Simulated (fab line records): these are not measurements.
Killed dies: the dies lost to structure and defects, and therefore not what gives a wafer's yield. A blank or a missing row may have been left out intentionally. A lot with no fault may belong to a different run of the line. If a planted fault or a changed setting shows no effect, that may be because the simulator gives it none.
Struck lot and sound lot, side by side + flow rit cmos + 15 out of 202 route steps
Sound: the wafers L893.1, L893.2, L893.5. Struck: wafers L899.2, L899.3, L899.4. At the end, the cause is stated.
Per side, at each step with rows, come the tool, then ch with its chambers, and then its first start. Under that, the readings that differ: sound wafers + struck wafers + difference of the means + sigmas: that difference in standard deviations of wafers without a fault.
alike: readings whose means differ by less than 2 such deviations, and words and numbers that are the same on both sides. not compared: withheld readings, readings that some wafer has no value for, bounds like >300 that may hide the same value, and numbers for which the record gives no deviation and whose values overlap.
A row with sigmas, a row that says differs or no value, or rows on one side alone: a step with any of these is where the two part. Numbers that don't overlap but have no deviation are shown without sigmas and don't part them. A reading that every wafer of one side lacks parts them only if that side has two wafers or more.

first, 1 step without rows for these wafers: RIT_CONTACT_CLEAN_14 (cleans in SC2, time 600 s).
RIT_M1_SPUTTER_00: material Al, target thk 400 nm, time 500 s.
  struck on pvd sputter-03, day 6 16:01; sound on pvd sputter-02, day 5 08:38
  alike: throttle valve pct
RIT_M1_RS_MEAS_01: measures by four-point-probe.
  struck on film metro-04, day 6 16:20; sound on film metro-01, day 5 08:56
  alike: M1_AL_RS
RIT_M1_THK_MEAS_02: measures by xrf.
  struck on film metro-04, day 6 16:27; sound on film metro-01, day 5 09:03
  alike: M1_AL_THK
then, 6 steps without rows for these wafers: RIT_M1_HMDS_03 (prime time 60 s); RIT_M1_COAT_04 (resist thk 1300 nm); RIT_M1_SOFTBAKE_05 (time 60 s); RIT_M1_EXPOSE_06 (exposes mask M12, target cd 2600 nm); RIT_M1_PEB_07; RIT_M1_DEVELOP_08 (develop time 68 s).
RIT_M1_CD_MEAS_09 targets a cd of 2600 nm.
  struck on cd sem-01, day 6 17:24; sound on cd sem-01, day 5 09:59
  alike: cd nm
RIT_M1_OVL_MEAS_10:
  struck on overlay-02, day 6 17:30; sound on overlay-02, day 5 10:07
  alike: M1_OVL
RIT_M1_HARDBAKE_11: time 120 s.
  sound on litho track-01 ch 0, day 5 10:09; struck on litho track-01 ch 0, day 6 17:35
| reading                  | sound                | struck               | difference | sigmas |
|--------------------------|----------------------|----------------------|------------|--------|
| heater power total W (W) | 52.10 52.07 52.03    | 53.19 53.24 53.17    | +1.13      | +19    |
| plate temp C (C)         | 140.01 139.79 140.04 | 142.69 142.60 142.60 | +2.68      | +18    |
RIT_M1_METAL_ETCH_12: etches Al in Cl2/BCl3, stops on SiO2, time 165 s, target depth 600 nm.
  sound on rie metal-01 ch 0,1, day 5 10:24; struck on rie metal-01 ch 0,1, day 6 17:47
  alike: bcl3 flow sccm, drypump motor current A, oes product au, throttle valve pct
  not compared: rf hours counter h
RIT_M1_PROBE_99:
  the record holds rows for the sound wafers here (prober-02, day 5 12:39) but none for the struck ones

== WHERE THEY PART ==
First at RIT_M1_HARDBAKE_11; last, within this record, at RIT_M1_PROBE_99.

WHY: what had been put in by the simulator
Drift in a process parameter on litho track-01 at RIT_M1_HARDBAKE_11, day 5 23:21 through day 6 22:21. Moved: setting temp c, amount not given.
